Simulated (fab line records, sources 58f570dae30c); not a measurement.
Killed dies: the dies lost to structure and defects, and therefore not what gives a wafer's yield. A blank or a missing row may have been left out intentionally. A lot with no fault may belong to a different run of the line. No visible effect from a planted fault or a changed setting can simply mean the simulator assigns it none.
Struck lot and sound lot, side by side	flow berkeley_cmos170	29 steps out of a route of 331
Sound: the wafers L570.2, L570.3, L570.6. Struck: wafers L576.2, L576.3, L576.4. The cause is given at the end.
Each step with rows lists, per side, the tool, then ch with its chambers, then its first start. Under that, the readings that differ: sound wafers	struck wafers	difference of the means	sigmas: that difference in standard deviations of wafers without a fault.
alike: words and numbers the same on both sides, and readings whose means are apart by under 2 such deviations; not compared: readings that were withheld, readings missing a value for some wafer, numbers with overlapping values and no deviation given by the record, and bounds like >300 which may hide the same value.
The two part at a step that has a row with sigmas, a row that says differs or no value, or rows on one side only. Numbers that don't overlap but have no deviation are shown without sigmas and don't part them. Lack of a reading on every wafer of one side parts them only where that side has two or more wafers.

first, 6 steps without rows for these wafers: UCB170_PVT_HMDS_00 (prime time 60 s); UCB170_PVT_COAT_01 (resist thk 900 nm); UCB170_PVT_SOFTBAKE_02 (time 60 s); UCB170_PVT_EXPOSE_03 (exposes mask NWELL, target cd 3000 nm); UCB170_PVT_PEB_04; UCB170_PVT_DEVELOP_05 (develop time 45 s).
UCB170_PVT_OVL_MEAS_06:
  sound on overlay-01, day 7 11:41; struck on overlay-01, day 8 14:28
  alike: PVT_OVL
then, 1 step without rows for these wafers: UCB170_PVT_IMPLANT_07.
UCB170_PVT_STRIP_08: strips in O2.
  sound on plasma_asher-01 ch 0,1, day 7 11:52; struck on plasma_asher-02 ch 0,1, day 8 14:38
reading	sound	struck	difference	sigmas
strip_time_to_endpoint_s (s)	21.44 21.52 21.51	21.70 21.67 21.58	+0.16	+2
  alike: drypump_motor_current_A, oes_product_au
  not compared: rf_hours_counter_h
UCB170_PVT_TW_MEAS_09:
  sound on film_metro-03, day 7 11:59; struck on film_metro-03, day 8 14:46
  alike: PVT_TW
then, 1 step without rows for these wafers: UCB170_GATE_WET_ETCH_00 (etches SiO2 in dHF, time 200 s).
UCB170_FIELD_THK_MEAS_91:
  sound on film_metro-04, day 7 12:07; struck on film_metro-04, day 8 14:53
  alike: FIELD_OXIDE_LEFT_2_THK
UCB170_GATE_OXIDATION_01: target thk 6.6 nm, ox time 1800 s.
  sound on furnace-04 ch 0, day 7 16:22; struck on furnace-01 ch 0, day 8 22:14
UCB170_GATE_THK_MEAS_02:
  sound on film_metro-01, day 7 17:53; struck on film_metro-01, day 8 23:58
reading	sound	struck	difference	sigmas
GATE_OXIDE_THK (nm)	6.64 6.57 6.64	10.48 10.36 10.40	+3.80	+32
then, 2 steps without rows for these wafers: UCB170_GATE_ANNEAL_03 (time 1800 s); UCB170_GATE_CVD_04 (deposits poly-Si from SiH4, time 1440 s, target thk 214 nm).
UCB170_GATE_THK_MEAS_05:
  sound on film_metro-01, day 8 00:55; struck on film_metro-01, day 9 06:45
  alike: GATE_POLY_THK
then, 6 steps without rows for these wafers: UCB170_GATE_COAT_06; UCB170_GATE_COAT_07 (resist thk 900 nm); UCB170_GATE_SOFTBAKE_08 (time 60 s); UCB170_GATE_EXPOSE_09 (exposes mask POLY, target cd 350 nm); UCB170_GATE_PEB_10; UCB170_GATE_DEVELOP_11 (develop time 45 s).
UCB170_GATE_CD_MEAS_12: the cd target is 350 nm.
  sound on cd_sem-01, day 8 03:00; struck on cd_sem-02, day 9 07:44
  alike: cd_nm
UCB170_GATE_OVL_MEAS_13:
  sound on overlay-02, day 8 03:06; struck on overlay-01, day 9 07:51
  alike: GATE_OVL
UCB170_GATE_ETCH_14: etches BARC in N2/H2.
  sound on rie_diel-02 ch 0,1,2, day 8 03:08; struck on rie_diel-02 ch 0,1,2, day 9 07:53
  alike: drypump_motor_current_A, h2_flow_sccm, oes_product_au, throttle_valve_pct
UCB170_GATE_ETCH_15: etches poly-Si in HBr/Cl2, stops on SiO2, time 56.3 s, target depth 278.2 nm.
  sound on rie_si-02 ch 1,3, day 8 03:11; struck on rie_si-02 ch 1,3, day 9 07:55
reading	sound	struck	difference	sigmas
model.SiO2_of_GATE_OXIDATION_01.thk_nm (nm)	6.66 6.52 6.628	10.43 10.41 10.37	+3.80	
  alike: drypump_motor_current_A, he_backside_leak_sccm, oes_product_au, throttle_valve_pct
  not compared: rf_hours_counter_h
UCB170_GATE_STRIP_16: strips in O2.
  sound on plasma_asher-03 ch 0,1, day 8 03:13; struck on plasma_asher-01 ch 0,1, day 9 07:58
  alike: drypump_motor_current_A, oes_product_au
  not compared: rf_hours_counter_h
UCB170_M3_PROBE_99:
  rows exist in the record for the struck wafers here (prober-01, day 10 18:45), but not for the sound ones

## WHERE THEY PART
Last at UCB170_M3_PROBE_99 as far as this record goes, first at UCB170_PVT_STRIP_08.

WHY: what the simulator had put in
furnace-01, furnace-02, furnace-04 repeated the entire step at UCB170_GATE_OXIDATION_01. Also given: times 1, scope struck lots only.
